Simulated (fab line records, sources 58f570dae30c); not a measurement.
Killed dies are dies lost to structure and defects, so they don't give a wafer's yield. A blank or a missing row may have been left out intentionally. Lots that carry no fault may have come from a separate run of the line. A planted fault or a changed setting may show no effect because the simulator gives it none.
A struck lot beside a sound one -- flow berkeleyCmos170 -- 19 out of 331 route steps
Sound: the wafers L382.2, L382.3, L382.5. Wafers struck: L389.4, L389.5, L389.6. At the end, the cause is stated.
Per side, at each step with rows, come the tool, then ch with its chambers, and then its first start. Under that, the readings that differ: sound wafers -- struck wafers -- difference of the means -- sigmas: that difference in standard deviations of wafers without a fault.
alike: readings with means less than 2 such deviations apart, plus words and numbers identical on both sides. not compared: withheld readings, readings lacking a value on some wafer, bounds such as >300 that could conceal the same value, and numbers that have no deviation in the record and whose values overlap.
Wherever a step has rows on one side only, a row that says differs or no value, or a row with sigmas, the two part there. Numbers that don't overlap but have no deviation are shown without sigmas and don't part them. A reading missing from all wafers of one side parts the sides only when that side holds two or more wafers.

first, 2 steps without rows for these wafers: UCB170_GATE_PEB_10; UCB170_GATE_DEVELOP_11 (develop time 45 s).
UCB170_GATE_CD_MEAS_12: target cd 350 nm.
  sound on cdSem-02 at day 11 06:32; struck on cdSem-02 at day 13 10:23
  alike: cdNm
UCB170_GATE_OVL_MEAS_13:
  sound on overlay-02 at day 11 06:38; struck on overlay-02 at day 13 10:28
  alike: GATE_OVL
UCB170_GATE_ETCH_14: etches BARC in N2/H2.
  sound on rieDiel-03 ch 0,1,3, day 11 06:40; struck on rieDiel-04 ch 0,1, day 13 10:29
  alike: drypumpMotorCurrentA, oesProductAu, throttleValvePct
UCB170_GATE_ETCH_15: etches poly-Si in HBr/Cl2, stops on SiO2, time 56.3 s, target depth 278.2 nm.
  sound on rieSi-02 ch 0,1,2, day 11 06:43; struck on rieSi-01 ch 1,2,3, day 13 10:31
  alike: drypumpMotorCurrentA, heBacksideLeakSccm, oesProductAu, throttleValvePct
  not compared: rfHoursCounterH
UCB170_GATE_STRIP_16: strips in O2.
  sound on plasmaAsher-02 ch 0,1, day 11 06:46; struck on plasmaAsher-02 ch 0,1, day 13 10:37
  alike: drypumpMotorCurrentA, oesProductAu
  not compared: rfHoursCounterH
UCB170_GATE_CD_MEAS_90: target cd 350 nm.
  sound on cdSem-02 at day 11 06:53; struck on cdSem-01 at day 13 10:44
  alike: cdNm
then, 4 steps without rows for these wafers: UCB170_GATE_CLEAN_17 (cleans in SPM, time 600 s); UCB170_PLDD_HMDS_00 (prime time 60 s); UCB170_PLDD_COAT_01 (resist thk 900 nm); UCB170_PLDD_SOFTBAKE_02 (time 60 s).
UCB170_PLDD_EXPOSE_03: exposes mask PSELECT, target cd 1200 nm.
  sound on krfScanner-02 ch 0, day 11 07:56; struck on krfScanner-01 ch 0, day 13 11:40
reading,sound,struck,difference,sigmas
model.PLDD.overlayXNm (nm),-0.6684 -0.6684 -0.6684,319.4 319.4 319.4,+320.1,
  alike: mask
then, 2 steps without rows for these wafers: UCB170_PLDD_PEB_04; UCB170_PLDD_DEVELOP_05 (develop time 45 s).
UCB170_PLDD_CD_MEAS_06: target cd 1200 nm.
  sound on cdSem-01 at day 11 08:20; struck on cdSem-01 at day 13 12:11
  alike: cdNm
UCB170_PLDD_OVL_MEAS_07:
  sound on overlay-02 at day 11 08:26; struck on overlay-01 at day 13 12:16
reading,sound,struck,difference,sigmas
PLDD_OVL (nm),-1 2 2,315 321 317,+317,+61
following that, these wafers have no rows for 1 step: UCB170_PLDD_IMPLANT_08.
UCB170_M3_PROBE_99:
  sound on prober-02 at day 13 08:26; struck on prober-01 at day 15 08:30
reading,sound,struck,difference,sigmas
model.etest.pldd.lineOhmUm,1485 1812 1653,2578 2565 2583,+925,
model.etest.pldd.widthNm (nm),624.9 620.7 611.8,438.3 439.9 433.4,-181.9,
model.etest.pmosNarrow.driveUaUm,149.2 147.9 145.4,136.4 136.7 136.6,-10.9,

## WHERE THEY PART
At UCB170_PLDD_OVL_MEAS_07 and nowhere else, as far as this record goes.

WHY: what had been put in by the simulator
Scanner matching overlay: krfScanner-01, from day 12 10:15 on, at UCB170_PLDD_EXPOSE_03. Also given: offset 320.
